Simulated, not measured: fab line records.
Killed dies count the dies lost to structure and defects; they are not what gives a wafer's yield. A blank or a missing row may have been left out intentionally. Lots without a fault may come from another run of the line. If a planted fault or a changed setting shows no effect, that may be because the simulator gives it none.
Which of the tools did it? || flow berkeleyCmos170 || 42 wafers from 14 lots sampled at 5 of the route's 331 steps

## WHAT THE GAUGES READ, wafer by wafer
UCB170_NLDD_OVL_MEAS_07. Usual: NLDD_OVL typically reads 2 nm, with standard deviation 5.2.
{"lot": "L266", "measured": "day 7 04:55", "on": "overlay-02", "NLDD_OVL (nm)": "1 2 11", "flag": ""}
{"lot": "L264", "measured": "day 7 05:17", "on": "overlay-01", "NLDD_OVL (nm)": "-1 -4 7", "flag": ""}
{"lot": "L267", "measured": "day 7 10:01", "on": "overlay-02", "NLDD_OVL (nm)": "-1 3 3", "flag": ""}
{"lot": "L268", "measured": "day 7 10:25", "on": "overlay-02", "NLDD_OVL (nm)": "10 1 1", "flag": ""}
{"lot": "L265", "measured": "day 7 10:34", "on": "overlay-01", "NLDD_OVL (nm)": "15 8 4", "flag": ""}
{"lot": "L269", "measured": "day 8 09:11", "on": "overlay-01", "NLDD_OVL (nm)": "-3 0 4", "flag": ""}
{"lot": "L270", "measured": "day 8 09:54", "on": "overlay-02", "NLDD_OVL (nm)": "-2 -5 8", "flag": ""}
{"lot": "L272", "measured": "day 8 20:59", "on": "overlay-01", "NLDD_OVL (nm)": "-7 -3 1", "flag": ""}
{"lot": "L273", "measured": "day 8 21:19", "on": "overlay-02", "NLDD_OVL (nm)": "3 5 -2", "flag": ""}
{"lot": "L275", "measured": "day 9 08:53", "on": "overlay-01", "NLDD_OVL (nm)": "0 -9 0", "flag": ""}
{"lot": "L276", "measured": "day 9 18:28", "on": "overlay-01", "NLDD_OVL (nm)": "-8 -7 6", "flag": ""}
{"lot": "L283", "measured": "day 11 01:32", "on": "overlay-02", "NLDD_OVL (nm)": "4 13 12", "flag": ""}
{"lot": "L285", "measured": "day 11 16:07", "on": "overlay-02", "NLDD_OVL (nm)": "1 0 0", "flag": ""}
{"lot": "L287", "measured": "day 12 05:08", "on": "overlay-01", "NLDD_OVL (nm)": "5 3 -2", "flag": ""}

UCB170_NSD_TW_MEAS_10. Usual: NSD_TW typically reads 4178, with standard deviation 30.
{"lot": "L266", "measured": "day 7 16:54", "on": "filmMetro-02", "NSD_TW": "4143 4142 4136", "flag": ""}
{"lot": "L264", "measured": "day 7 16:22", "on": "filmMetro-02", "NSD_TW": "4154 4173 4147", "flag": ""}
{"lot": "L267", "measured": "day 7 17:31", "on": "filmMetro-02", "NSD_TW": "4166 4124 4157", "flag": ""}
{"lot": "L268", "measured": "day 7 21:18", "on": "filmMetro-01", "NSD_TW": "4190 4207 4192", "flag": ""}
{"lot": "L265", "measured": "day 7 21:34", "on": "filmMetro-01", "NSD_TW": "4188 4170 4199", "flag": ""}
{"lot": "L269", "measured": "day 8 21:30", "on": "filmMetro-02", "NSD_TW": "4145 4154 4151", "flag": ""}
{"lot": "L270", "measured": "day 8 21:00", "on": "filmMetro-02", "NSD_TW": "4124 4134 4142", "flag": ""}
{"lot": "L272", "measured": "day 9 07:19", "on": "filmMetro-03", "NSD_TW": "4213 4196 4215", "flag": ""}
{"lot": "L273", "measured": "day 9 07:23", "on": "filmMetro-01", "NSD_TW": "4233 4217 4225", "flag": ""}
{"lot": "L275", "measured": "day 9 18:04", "on": "filmMetro-02", "NSD_TW": "4157 4152 4155", "flag": ""}
{"lot": "L276", "measured": "day 10 05:44", "on": "filmMetro-01", "NSD_TW": "4221 4219 4212", "flag": ""}
{"lot": "L283", "measured": "day 11 12:10", "on": "filmMetro-03", "NSD_TW": "4185 4161 4158", "flag": ""}
{"lot": "L285", "measured": "day 12 03:14", "on": "filmMetro-02", "NSD_TW": "4172 4153 4155", "flag": ""}
{"lot": "L287", "measured": "day 12 15:40", "on": "filmMetro-03", "NSD_TW": "4150 4142 4147", "flag": ""}

UCB170_SILICIDE_RS_MEAS_02: measures by four-point-probe. Usual: SILICIDE_TI_RS typically reads 26.18 ohm/sq, with standard deviation 0.28.
{"lot": "L266", "measured": "day 7 18:34", "on": "filmMetro-03", "SILICIDE_TI_RS (ohm/sq)": "25.74 25.93 26.19", "flag": ""}
{"lot": "L264", "measured": "day 7 18:08", "on": "filmMetro-01", "SILICIDE_TI_RS (ohm/sq)": "26.36 26.08 26.36", "flag": ""}
{"lot": "L267", "measured": "day 7 19:44", "on": "filmMetro-01", "SILICIDE_TI_RS (ohm/sq)": "26.40 25.84 26.10", "flag": ""}
{"lot": "L268", "measured": "day 7 23:02", "on": "filmMetro-03", "SILICIDE_TI_RS (ohm/sq)": "25.90 25.44 25.69", "flag": ""}
{"lot": "L265", "measured": "day 7 23:16", "on": "filmMetro-01", "SILICIDE_TI_RS (ohm/sq)": "26.31 26.25 26.29", "flag": ""}
{"lot": "L269", "measured": "day 8 23:39", "on": "filmMetro-04", "SILICIDE_TI_RS (ohm/sq)": "26.09 26.23 26.14", "flag": ""}
{"lot": "L270", "measured": "day 8 23:05", "on": "filmMetro-04", "SILICIDE_TI_RS (ohm/sq)": "26.11 26.10 25.95", "flag": ""}
{"lot": "L272", "measured": "day 9 09:00", "on": "filmMetro-04", "SILICIDE_TI_RS (ohm/sq)": "26.40 26.21 26.34", "flag": ""}
{"lot": "L273", "measured": "day 9 09:10", "on": "filmMetro-01", "SILICIDE_TI_RS (ohm/sq)": "26.18 26.35 26.29", "flag": ""}
{"lot": "L275", "measured": "day 9 20:15", "on": "filmMetro-04", "SILICIDE_TI_RS (ohm/sq)": "30.39 26.53 26.45", "flag": "OFF"}
{"lot": "L276", "measured": "day 10 08:20", "on": "filmMetro-01", "SILICIDE_TI_RS (ohm/sq)": "26.30 26.01 30.01", "flag": "OFF"}
{"lot": "L283", "measured": "day 11 13:54", "on": "filmMetro-04", "SILICIDE_TI_RS (ohm/sq)": "26.20 26.10 26.39", "flag": ""}
{"lot": "L285", "measured": "day 12 05:47", "on": "filmMetro-04", "SILICIDE_TI_RS (ohm/sq)": "26.84 26.76 26.62", "flag": ""}
{"lot": "L287", "measured": "day 12 17:21", "on": "filmMetro-03", "SILICIDE_TI_RS (ohm/sq)": "26.40 26.14 26.26", "flag": ""}

UCB170_SILICIDE_THK_MEAS_03: measures by xrf. Usual: SILICIDE_TI_THK typically reads 30.02 nm, with standard deviation 0.29.
{"lot": "L266", "measured": "day 7 18:41", "on": "filmMetro-03", "SILICIDE_TI_THK (nm)": "30.38 30.32 30.10", "flag": ""}
{"lot": "L264", "measured": "day 7 18:14", "on": "filmMetro-01", "SILICIDE_TI_THK (nm)": "30.03 30.23 29.95", "flag": ""}
{"lot": "L267", "measured": "day 7 19:51", "on": "filmMetro-01", "SILICIDE_TI_THK (nm)": "29.93 30.45 30.17", "flag": ""}
{"lot": "L268", "measured": "day 7 23:09", "on": "filmMetro-03", "SILICIDE_TI_THK (nm)": "30.26 30.69 30.45", "flag": ""}
{"lot": "L265", "measured": "day 7 23:23", "on": "filmMetro-01", "SILICIDE_TI_THK (nm)": "29.93 30.06 30.04", "flag": ""}
{"lot": "L269", "measured": "day 8 23:45", "on": "filmMetro-04", "SILICIDE_TI_THK (nm)": "29.86 29.86 29.92", "flag": ""}
{"lot": "L270", "measured": "day 8 23:11", "on": "filmMetro-04", "SILICIDE_TI_THK (nm)": "29.95 30.00 30.10", "flag": ""}
{"lot": "L272", "measured": "day 9 09:07", "on": "filmMetro-04", "SILICIDE_TI_THK (nm)": "29.71 30.11 29.76", "flag": ""}
{"lot": "L273", "measured": "day 9 09:17", "on": "filmMetro-01", "SILICIDE_TI_THK (nm)": "30.11 29.75 30.05", "flag": ""}
{"lot": "L275", "measured": "day 9 20:22", "on": "filmMetro-04", "SILICIDE_TI_THK (nm)": "26.40 29.71 29.87", "flag": "OFF"}
{"lot": "L276", "measured": "day 10 08:27", "on": "filmMetro-01", "SILICIDE_TI_THK (nm)": "29.86 30.21 26.65", "flag": "OFF"}
{"lot": "L283", "measured": "day 11 14:01", "on": "filmMetro-04", "SILICIDE_TI_THK (nm)": "29.95 30.08 29.77", "flag": ""}
{"lot": "L285", "measured": "day 12 05:54", "on": "filmMetro-04", "SILICIDE_TI_THK (nm)": "29.29 29.25 29.28", "flag": ""}
{"lot": "L287", "measured": "day 12 17:28", "on": "filmMetro-03", "SILICIDE_TI_THK (nm)": "29.88 30.10 29.92", "flag": ""}

## EACH LOT AND THE TOOL THAT RAN IT (in order: tool; ch and the chambers of the sampled wafers; start)
{"lot": "L266", "UCB170_SILICIDE_SPUTTER_01": "pvdSputter-03, day 7 18:31"}
{"lot": "L264", "UCB170_SILICIDE_SPUTTER_01": "pvdSputter-01, day 7 18:04"}
{"lot": "L267", "UCB170_SILICIDE_SPUTTER_01": "pvdSputter-02, day 7 19:42"}
{"lot": "L268", "UCB170_SILICIDE_SPUTTER_01": "pvdSputter-01, day 7 23:00"}
{"lot": "L265", "UCB170_SILICIDE_SPUTTER_01": "pvdSputter-03, day 7 23:14"}
{"lot": "L269", "UCB170_SILICIDE_SPUTTER_01": "pvdSputter-02, day 8 23:35"}
{"lot": "L270", "UCB170_SILICIDE_SPUTTER_01": "pvdSputter-03, day 8 23:01"}
{"lot": "L272", "UCB170_SILICIDE_SPUTTER_01": "pvdSputter-03, day 9 08:57"}
{"lot": "L273", "UCB170_SILICIDE_SPUTTER_01": "pvdSputter-01, day 9 09:08"}
{"lot": "L275", "UCB170_SILICIDE_SPUTTER_01": "pvdSputter-03, day 9 20:12"}
{"lot": "L276", "UCB170_SILICIDE_SPUTTER_01": "pvdSputter-03, day 10 08:17"}
{"lot": "L283", "UCB170_SILICIDE_SPUTTER_01": "pvdSputter-01, day 11 13:51"}
{"lot": "L285", "UCB170_SILICIDE_SPUTTER_01": "pvdSputter-02, day 12 05:45"}
{"lot": "L287", "UCB170_SILICIDE_SPUTTER_01": "pvdSputter-02, day 12 17:18"}
- UCB170_SILICIDE_SPUTTER_01: material Ti, target thk 30 nm, time 25 s.

## WHAT THE TOOLS THEMSELVES READ (means of the sampled wafers that have a number; where no wafer has one, the mark that the record gives instead)
UCB170_SILICIDE_SPUTTER_01. Usual: 29.5 % for throttleValvePct, sd 1.
{"lot": "L266", "tool": "pvdSputter-03", "throttleValvePct (%)": 30.6, "flag": ""}
{"lot": "L264", "tool": "pvdSputter-01", "throttleValvePct (%)": 29.5, "flag": ""}
{"lot": "L267", "tool": "pvdSputter-02", "throttleValvePct (%)": 29.3, "flag": ""}
{"lot": "L268", "tool": "pvdSputter-01", "throttleValvePct (%)": 28.9, "flag": ""}
{"lot": "L265", "tool": "pvdSputter-03", "throttleValvePct (%)": 29.6, "flag": ""}
{"lot": "L269", "tool": "pvdSputter-02", "throttleValvePct (%)": 29.3, "flag": ""}
{"lot": "L270", "tool": "pvdSputter-03", "throttleValvePct (%)": 30.0, "flag": ""}
{"lot": "L272", "tool": "pvdSputter-03", "throttleValvePct (%)": 30.0, "flag": ""}
{"lot": "L273", "tool": "pvdSputter-01", "throttleValvePct (%)": 29.0, "flag": ""}
{"lot": "L275", "tool": "pvdSputter-03", "throttleValvePct (%)": 29.4, "flag": ""}
{"lot": "L276", "tool": "pvdSputter-03", "throttleValvePct (%)": 29.5, "flag": ""}
{"lot": "L283", "tool": "pvdSputter-01", "throttleValvePct (%)": 29.3, "flag": ""}
{"lot": "L285", "tool": "pvdSputter-02", "throttleValvePct (%)": 29.5, "flag": ""}
{"lot": "L287", "tool": "pvdSputter-02", "throttleValvePct (%)": 29.7, "flag": ""}

## THE ANSWER, worked out from the rows above alone
Rule: a lot is off if the mean of its wafers that have a number lies more than 3 standard deviations from the usual mean. Also off: a lot with no number at a reading for which 4 or more lots have one. The other lots that the step has rows for count as sound. First the gauges in route order, then the tools' own readings, where a lot's mean is used as printed above. The first step at which some lot is off is used, and at that step the reading that is off furthest; a lot without a number counts as furthest.
Off: at UCB170_SILICIDE_RS_MEAS_02 (SILICIDE_TI_RS), L275, L276.
A tool fits if, at a process step before that reading, it ran every lot that is off, and no sound lot after the first of them. Gauges at UCB170_SILICIDE_RS_MEAS_02: tried the same way as those tools. One fits: UCB170_SILICIDE_SPUTTER_01 on pvdSputter-03. A fault onset in the window from L272 (day 9 08:57, its last sound lot) to L275 (day 9 20:12, its first lot off) fits.

## WHAT THE SIMULATOR PUT IN
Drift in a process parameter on pvdSputter-03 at UCB170_SILICIDE_SPUTTER_01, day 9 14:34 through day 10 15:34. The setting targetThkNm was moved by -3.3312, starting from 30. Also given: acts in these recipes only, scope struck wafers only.
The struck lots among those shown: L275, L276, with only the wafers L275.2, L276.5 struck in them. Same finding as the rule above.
